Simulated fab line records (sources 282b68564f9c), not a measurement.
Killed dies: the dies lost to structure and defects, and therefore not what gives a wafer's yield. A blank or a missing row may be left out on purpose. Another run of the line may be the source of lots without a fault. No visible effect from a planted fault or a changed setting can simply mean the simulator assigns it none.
fab line records -- flow rit-cmos
record lots=14, wafers=42, last-day=6
route steps=202 shown PRETRO@72 M1@202
lots untouched by any fault: they come from a run of this same line in which no faults occurred
start-h: hours from the record's opening day to when the first of the lot's shown wafers began -- wait-h: hours since the lot's step before -- " as in the row above -- L1.1+2: several wafers, shown together as one row -- - no value, or no start given -- * or withheld: withheld -- < > ~ a bound
route shown NAME@n: NAME is a module with steps in the file, n the number in the route of the first one -- usual: average and standard deviation across the fault-free wafers -- same: alike in all rows -- chamber/n: place in a boat -- sites: the reading at each site -- _std_site: standard deviation of those values -- _edge_site: outer sites' mean less inner sites' -- radius-mm: for every site, how far away it sits from the centre of the wafer -- mask NAME#n: copy n -- behind: tool/chamber where the wafer was last shaped -- hold: why the lot was held/for how many hours/how that ended -- device: the n, p or np transistor that did not switch -- end of line: the tests these same wafers got at the end of their route -- a step given without rows: its recipe and nothing more -- killed: not the wafer's yield, but the dies lost to structure and defects at the first sort -- map: dies across one wafer; x = killed, . = not, _ = none there
set.NAME: the run value of the setting; set.NAME@STEP: its run value at that earlier step -- model.NAME: the simulator's own value behind a step, which no gauge read
route steps across a sampled set of lots; one table per step, one row per wafer
services: when a tool's chamber went out of use (start-h, in hours from the record's first day, below 0 if earlier), for how many hours, and the reason
## steps
# step RIT_PRETRO_IMPLANT_08
# recipe species=B, energy-kev=45, dose-cm2=1.2e+13, tilt-deg=7
# usual beam-on-s=9.99/0.19, end-station-pressure-torr=5.02e-06/2.7e-07, faraday-current-uA=38.1/0.73
lot.wafer,tool,chamber,start-h,wait-h,beam-on-s,end-station-pressure-torr,faraday-current-uA
L454.2,implanter-01,0,34.91,0.2,9.94,5.2e-06,38.3
L454.5,implanter-01,0,34.91,0.2,10.24,4.85e-06,37.2
L454.6,implanter-01,0,34.91,0.2,9.94,5.07e-06,38.2
L456.2,implanter-02,0,44.18,0.2,9.95,4.9e-06,38.3
L456.4,implanter-02,0,44.18,0.2,9.88,5.18e-06,38.3
L456.5,implanter-02,0,44.18,0.2,10.10,4.44e-06,37.5
L458.1,implanter-02,0,54.27,0.2,10.12,5.19e-06,37.5
L458.4,implanter-02,0,54.27,0.2,9.74,5.14e-06,39.0
L458.6,implanter-02,0,54.27,0.2,9.73,4.86e-06,39.0
L459.1,implanter-02,0,57.59,0.2,9.57,5.21e-06,39.7
L459.3,implanter-02,0,57.59,0.2,10.24,5.23e-06,37.2
L459.6,implanter-02,0,57.59,0.2,10.16,5.08e-06,37.5
L460.3,implanter-04,0,62.92,0.2,10.14,5.03e-06,37.6
L460.4,implanter-04,0,62.92,0.2,10.08,5.01e-06,37.9
L460.6,implanter-04,0,62.92,0.2,9.93,5.23e-06,38.3
L461.2,implanter-01,0,69.64,0.2,9.96,4.55e-06,38.1
L461.5,implanter-01,0,69.64,0.2,10.32,4.9e-06,36.7
L461.6,implanter-01,0,69.64,0.2,10.00,4.97e-06,38.0
L462.1,implanter-02,0,74.70,0.2,9.92,4.93e-06,38.2
L462.3,implanter-02,0,74.70,0.2,10.26,5.08e-06,37.1
L462.6,implanter-02,0,74.70,0.2,10.16,5.19e-06,37.6
L463.1,implanter-01,0,80.48,0.2,10.24,4.98e-06,37.1
L463.2,implanter-01,0,80.48,0.2,10.10,5.2e-06,37.5
L463.3,implanter-01,0,80.48,0.2,10.01,5.18e-06,38.1
L464.3,implanter-02,0,83.76,0.2,10.04,4.86e-06,37.9
L464.4,implanter-02,0,83.76,0.2,10.10,5.04e-06,37.8
L464.5,implanter-02,0,83.76,0.2,9.92,5e-06,38.6
L466.1,implanter-01,0,94.02,0.2,10.26,5.01e-06,37.1
L466.5,implanter-01,0,94.02,0.2,10.18,5.9e-06,37.3
L466.6,implanter-01,0,94.02,0.2,9.68,4.77e-06,39.4
L467.2,implanter-01,0,96.46,0.2,9.74,4.82e-06,38.8
L467.3,implanter-01,0,96.46,0.2,9.65,5.26e-06,39.5
L467.4,implanter-01,0,96.46,0.2,9.83,4.98e-06,38.6
L468.2,implanter-01,0,102.20,0.2,11.98,9.569e-05,32.1
L468.4,implanter-01,0,102.20,0.2,11.92,9.683e-05,32.2
L468.6,implanter-01,0,102.20,0.2,12.49,0.00010081,30.8
L469.1,implanter-01,0,108.23,0.2,12.17,9.425e-05,31.6
L469.2,implanter-01,0,108.23,0.2,12.57,9.064e-05,30.6
L469.6,implanter-01,0,108.23,0.2,11.66,9.745e-05,33.0
L470.1,implanter-04,0,113.21,0.2,10.07,4.87e-06,37.8
L470.3,implanter-04,0,113.21,0.2,10.13,5.09e-06,37.6
L470.6,implanter-04,0,113.21,0.2,9.89,4.95e-06,38.6
# step RIT_PRETRO_TW_MEAS_10
# usual PRETRO_TW=477/3.9
lot.wafer,tool,chamber,start-h,wait-h,PRETRO_TW
L454.2,film-metro-03,-,35.22,0.1,474
L454.5,film-metro-03,-,35.22,0.1,477
L454.6,film-metro-03,-,35.22,0.1,475
L456.2,film-metro-03,-,44.49,0.1,476
L456.4,film-metro-03,-,44.49,0.1,474
L456.5,film-metro-03,-,44.49,0.1,473
L458.1,film-metro-01,-,54.59,0.1,480
L458.4,film-metro-01,-,54.59,0.1,482
L458.6,film-metro-01,-,54.59,0.1,482
L459.1,film-metro-02,-,57.91,0.1,473
L459.3,film-metro-02,-,57.91,0.1,474
L459.6,film-metro-02,-,57.91,0.1,473
L460.3,film-metro-01,-,63.21,0.1,479
L460.4,film-metro-01,-,63.21,0.1,484
L460.6,film-metro-01,-,63.21,0.1,480
L461.2,film-metro-02,-,69.95,0.1,468
L461.5,film-metro-02,-,69.95,0.1,469
L461.6,film-metro-02,-,69.95,0.1,471
L462.1,film-metro-01,-,75.03,0.1,479
L462.3,film-metro-01,-,75.03,0.1,481
L462.6,film-metro-01,-,75.03,0.1,480
L463.1,film-metro-01,-,80.80,0.1,481
L463.2,film-metro-01,-,80.80,0.1,481
L463.3,film-metro-01,-,80.80,0.1,482
L464.3,film-metro-01,-,84.06,0.1,481
L464.4,film-metro-01,-,84.06,0.1,480
L464.5,film-metro-01,-,84.06,0.1,481
L466.1,film-metro-01,-,94.34,0.1,483
L466.5,film-metro-01,-,94.34,0.1,482
L466.6,film-metro-01,-,94.34,0.1,482
L467.2,film-metro-02,-,96.77,0.1,476
L467.3,film-metro-02,-,96.77,0.1,473
L467.4,film-metro-02,-,96.77,0.1,471
L468.2,film-metro-01,-,102.51,0.1,511
L468.4,film-metro-01,-,102.51,0.1,510
L468.6,film-metro-01,-,102.51,0.1,511
L469.1,film-metro-03,-,108.56,0.1,506
L469.2,film-metro-03,-,108.56,0.1,505
L469.6,film-metro-03,-,108.56,0.1,507
L470.1,film-metro-02,-,113.53,0.1,473
L470.3,film-metro-02,-,113.53,0.1,473
L470.6,film-metro-02,-,113.53,0.1,475
# step RIT_M1_PROBE_99
# usual killed_at_M0_to_M3=0.0/0.12, killed-at-contacts=0.0/0.16, killed-at-front-end=7.1/2.7, killed-dies=7.2/2.7, killed-open=3.5/1.9, killed-short=3.6/1.9
# same gross-dies=264, killed_at_M4_up=0, killed-at-back-side=0, killed-at-other=0
lot.wafer,tool,chamber,start-h,wait-h,killed_at_M0_to_M3,killed-at-contacts,killed-at-front-end,killed-dies,killed-open,killed-short
L466.1,prober-02,-,121.84,0.1,0,0,6,6,2,4
L466.5,prober-02,-,122.04,0.2,0,0,4,4,2,2
L466.6,prober-02,-,122.09,0.2,0,0,8,8,5,3
# killed by level:class
L466.1 GATE:geometric-particle:short=2 REOX:geometric-particle:short=2 FOX1:geometric-particle:open=1 REOX:geometric-particle:open=1
L466.5 FOX1:geometric-particle:open=2 FOX1:geometric-particle:short=1 GATE:geometric-particle:short=1
L466.6 GATE:geometric-particle:open=3 FOX1:geometric-particle:short=2 SILICIDE:geometric-particle:open=2 GATE:geometric-particle:short=1
## services
tool,chamber,start-h,hours,kind
implanter-01,-,28.41,5.5,pm
implanter-01,-,105.08,2.3,pm
## key
first-sign step=RIT_PRETRO_IMPLANT_08, reading=end-station-pressure-torr, direction=up, sigmas=99+, usual=5.02e-06, struck=9.594e-05
effect step=RIT_PRETRO_IMPLANT_08, reading=beam-on-s, direction=up, sigmas=11, usual=9.99, struck=12.13
effect step=RIT_PRETRO_TW_MEAS_10, reading=PRETRO_TW, direction=up, sigmas=7.9, usual=477, struck=508
met-at RIT_PRETRO_IMPLANT_08
struck-lots L468,L469
tester-left-out L468,L469
onset-between 96.46 102.20
fault kind=process-parameter-drift, tool=implanter-01, chamber=-, onset-h=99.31, steps=RIT_PRETRO_IMPLANT_08, channel=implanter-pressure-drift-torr, offset=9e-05, shape=step, end-h=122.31
fault kind=process-parameter-drift, tool=implanter-01, chamber=-, onset-h=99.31, steps=RIT_PRETRO_IMPLANT_08, channel=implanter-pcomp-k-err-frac, offset=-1, shape=step, end-h=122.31
# tester-left-out: of these lots the tester's yield and bins aren't shown, on N5 and GAA mostly nor the transistor test; their killed dies are dies lost to structure and defects alone, not to doping, threshold or leakage, so they don't give the yield
